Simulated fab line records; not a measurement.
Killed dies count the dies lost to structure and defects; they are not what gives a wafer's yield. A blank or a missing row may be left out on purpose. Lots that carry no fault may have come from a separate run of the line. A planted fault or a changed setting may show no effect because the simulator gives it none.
Which tool is to blame? -- flow berkeleyCmos170 -- 42 wafers from 14 lots sampled at 5 of the route's 331 steps

## WHAT THE GAUGES READ, wafer by wafer
UCB170_NSD_CD_MEAS_06 targets a cd of 1200 nm. Usual: 1200.0 nm for cdNm, sd 1.6.
lot,measured,on,cdNm (nm),flag
L678,day 8 00:35,cdSem-02,1196.3 1198.1 1196.0,
L679,day 8 02:52,cdSem-02,1200.1 1200.0 1202.1,
L681,day 8 10:11,cdSem-01,1199.6 1200.3 1199.0,
L680,day 8 10:25,cdSem-01,1197.8 1198.3 1197.2,
L682,day 8 18:23,cdSem-01,1201.5 1201.9 1202.2,
L684,day 9 19:43,cdSem-02,1201.3 1200.3 1200.2,
L687,day 9 20:08,cdSem-02,1201.6 1202.1 1201.4,
L692,day 11 01:04,cdSem-01,1203.5 1203.0 1202.5,
L691,day 11 01:23,cdSem-02,1199.6 1198.3 1198.9,
L695,day 11 12:56,cdSem-01,1199.4 1198.4 1197.5,
L697,day 12 16:38,cdSem-02,1201.2 1202.2 1202.5,
L699,day 13 03:08,cdSem-02,1199.4 1199.9 1199.7,
L700,day 13 03:25,cdSem-02,1199.8 1200.6 1200.0,
L701,day 13 10:34,cdSem-02,1201.1 1200.8 1199.6,

UCB170_V2_THK_MEAS_04. Usual: V2_POLISHED_THK 1000.0 nm, standard deviation 1.8.
lot,measured,on,V2_POLISHED_THK (nm),flag
L678,day 8 19:22,filmMetro-03,1001.8 1001.6 1003.6,
L679,day 8 19:29,filmMetro-01,996.1 997.9 999.8,
L681,day 9 04:34,filmMetro-03,999.6 1000.9 997.6,
L680,day 9 03:12,filmMetro-02,1001.7 1001.0 1000.4,
L682,day 9 13:19,filmMetro-02,1000.4 1001.4 1002.2,
L692,day 11 19:32,filmMetro-01,1000.8 999.9 998.4,
L691,day 11 21:04,filmMetro-01,1003.1 998.2 1000.3,
L695,day 12 07:57,filmMetro-03,1001.3 1001.0 1001.1,
L697,day 13 13:57,filmMetro-03,998.5 1002.7 1001.8,
L699,day 14 00:58,filmMetro-02,999.9 997.3 1001.6,
L700,day 14 01:21,filmMetro-01,1000.5 1002.4 999.0,
L701,day 14 09:54,filmMetro-02,997.3 997.2 1003.5,

## WHICH TOOL RAN EACH LOT (tool, then ch and the chambers of the sampled wafers, then the start)
lot,UCB170_V1_ETCH_14,UCB170_V1_STRIP_15,UCB170_V2_CVD_00
L678,"rieDiel-03 ch 1,3, day 8 14:24","plasmaAsher-04 ch 0,1, day 8 14:35","pecvd-03 ch 0,1,2, day 8 18:43"
L679,"rieDiel-01 ch 1,2, day 8 15:56","plasmaAsher-03 ch 0,1, day 8 16:08","pecvd-01 ch 0,1,2, day 8 18:50"
L681,"rieDiel-01 ch 0,1, day 9 00:53","plasmaAsher-01 ch 0,1, day 9 01:04","pecvd-01 ch 0,1,2, day 9 03:55"
L680,"rieDiel-03 ch 0,3, day 8 23:32","plasmaAsher-04 ch 0,1, day 8 23:43","pecvd-03 ch 0,1, day 9 02:34"
L682,"rieDiel-03 ch 0,1,2, day 9 09:28","plasmaAsher-01 ch 0,1, day 9 09:38","pecvd-01 ch 0,1,2, day 9 12:41"
L684,"rieDiel-03 ch 0,1, day 10 12:52","plasmaAsher-04 ch 0,1, day 10 13:05",-
L687,"rieDiel-03 ch 1,2, day 10 13:25","plasmaAsher-01 ch 0,1, day 10 13:36",-
L692,"rieDiel-02 ch 1,3, day 11 15:51","plasmaAsher-04 ch 0,1, day 11 16:01","pecvd-03 ch 0,1,2, day 11 18:53"
L691,"rieDiel-01 ch 0,1, day 11 16:49","plasmaAsher-04 ch 0,1, day 11 17:01","pecvd-02 ch 0,1,2, day 11 20:28"
L695,"rieDiel-02 ch 1,2,3, day 12 04:16","plasmaAsher-04 ch 0,1, day 12 04:27","pecvd-02 ch 1,2, day 12 07:18"
L697,"rieDiel-01 ch 0,2,3, day 13 08:51","plasmaAsher-04 ch 0,1, day 13 09:02","pecvd-02 ch 1,2, day 13 13:18"
L699,"rieDiel-02 ch 2,3, day 13 21:07","plasmaAsher-01 ch 0,1, day 13 21:20","pecvd-03 ch 1,2, day 14 00:19"
L700,"rieDiel-01 ch 0,1,3, day 13 21:41","plasmaAsher-04 ch 0,1, day 13 21:52","pecvd-01 ch 0,1,2, day 14 00:43"
L701,"rieDiel-02 ch 0,2,3, day 14 03:56","plasmaAsher-01 ch 0,1, day 14 04:07","pecvd-02 ch 1,2, day 14 07:41"
- UCB170_V1_ETCH_14: etches SiO2 in CHF3/CF4/Ar, stops on Al, target depth 1250 nm, time 291 s.
- UCB170_V1_STRIP_15: strips in O2.
- UCB170_V2_CVD_00: deposits SiO2 from TEOS/O2, target thk 2000 nm, time 250 s.

## AS READ BY THE TOOLS THEMSELVES (means over the sampled wafers that have a number; for cases with no such wafer, the mark the record gives instead)
UCB170_V1_ETCH_14. Usual: chamberPressureMTorr 200.00 mTorr, standard deviation 0.19; drypumpMotorCurrentA 5.6 A, standard deviation 0.48; oesProductAu 0.871 a.u., standard deviation 0.014; throttleValvePct 6.92 %, standard deviation 0.13.
lot,tool,chamberPressureMTorr (mTorr),drypumpMotorCurrentA (A),oesProductAu (a.u.),throttleValvePct (%),flag
L678,rieDiel-03,199.93,5.8,0.884,6.92,
L679,rieDiel-01,200.13,5.6,0.877,6.79,
L681,rieDiel-01,199.96,6.1,0.856,6.84,
L680,rieDiel-03,199.83,5.4,0.882,6.83,
L682,rieDiel-03,199.98,5.8,0.877,6.96,
L684,rieDiel-03,200.14,5.6,0.733,6.84,OFF
L687,rieDiel-03,199.91,6.1,0.749,7.05,OFF
L692,rieDiel-02,199.86,5.3,0.868,7.05,
L691,rieDiel-01,199.88,6.1,0.859,6.87,
L695,rieDiel-02,199.98,5.4,0.871,7.05,
L697,rieDiel-01,200.15,5.7,0.867,6.83,
L699,rieDiel-02,199.94,5.5,0.865,7.02,
L700,rieDiel-01,199.90,6.0,0.859,6.85,
L701,rieDiel-02,200.18,5.4,0.872,7.01,

UCB170_V1_STRIP_15. Usual: chamberPressureMTorr 3500 mTorr, standard deviation 3.3; drypumpMotorCurrentA 5.7 A, standard deviation 0.32; o2FlowSccm 400.1 sccm, standard deviation 1.2; oesProductAu 0.722 a.u., standard deviation 0.0043; stripTimeToEndpointS 15.36 s, standard deviation 0.19.
lot,tool,chamberPressureMTorr (mTorr),drypumpMotorCurrentA (A),o2FlowSccm (sccm),oesProductAu (a.u.),stripTimeToEndpointS (s),flag
L678,plasmaAsher-04,3498,5.8,400.0,0.718,15.57,
L679,plasmaAsher-03,3496,5.5,399.8,0.720,15.42,
L681,plasmaAsher-01,3501,5.6,399.4,0.720,15.61,
L680,plasmaAsher-04,3499,5.6,400.2,0.721,15.51,
L682,plasmaAsher-01,3500,5.9,398.0,0.722,15.28,
L684,plasmaAsher-04,3502,5.8,399.9,0.723,18.11,OFF
L687,plasmaAsher-01,3501,5.6,400.7,0.727,17.93,OFF
L692,plasmaAsher-04,3498,5.6,399.8,0.725,14.94,
L691,plasmaAsher-04,3501,5.6,400.0,0.720,15.37,
L695,plasmaAsher-04,3499,5.6,400.7,0.718,15.07,
L697,plasmaAsher-04,3503,5.6,400.0,0.725,15.42,
L699,plasmaAsher-01,3501,5.6,401.3,0.718,15.29,
L700,plasmaAsher-04,3502,5.8,399.1,0.724,15.49,
L701,plasmaAsher-01,3500,5.9,399.6,0.723,15.15,

UCB170_V2_CVD_00. Usual: heaterPowerW 268 W, standard deviation 69; susceptorTempC 390.04 C, standard deviation 0.21.
lot,tool,heaterPowerW (W),susceptorTempC (C),flag
L678,pecvd-03,334,389.97,
L679,pecvd-01,262,390.14,
L681,pecvd-01,232,390.05,
L680,pecvd-03,358,390.21,
L682,pecvd-01,243,390.11,
L692,pecvd-03,303,389.95,
L691,pecvd-02,187,390.04,
L695,pecvd-02,187,390.16,
L697,pecvd-02,238,390.18,
L699,pecvd-03,336,389.93,
L700,pecvd-01,259,390.07,
L701,pecvd-02,187,390.22,

## THE ANSWER, worked out from the rows above alone
Rule: a lot is off if the mean of its wafers that have a number lies more than 3 standard deviations from the usual mean. Also off: a lot with no number at a reading for which 4 or more lots have one. All remaining lots with rows at the step are treated as sound. First the gauges in route order, then the tools' own readings, where a lot's mean is used as printed above. The first step at which some lot is off is used, and at that step the reading that is off furthest; a lot without a number counts as furthest.
Off: L684, L687, at UCB170_V1_ETCH_14 (oesProductAu).
A tool fits if, at that step or a process step before it, it ran every lot that is off, and no sound lot after the first of them. One fits: rieDiel-03 at UCB170_V1_ETCH_14. A fault onset in the window from L682 (day 9 09:28, its last sound lot) to L684 (day 10 12:52, its first lot off) fits.
On the lots that are off, the tool's own readings at UCB170_V1_ETCH_14 differ by more than 5 times the standard deviation of the sound lots' means, which bears it out; oesProductAu reads 0.741 a.u. there versus 0.870 a.u. on the sound lots.

## WHAT THE SIMULATOR HAD INSERTED
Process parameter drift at UCB170_V1_ETCH_14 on rieDiel-03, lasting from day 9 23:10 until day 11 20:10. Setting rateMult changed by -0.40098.
Struck lots among those shown: L684, L687. The rule above reached the same finding.
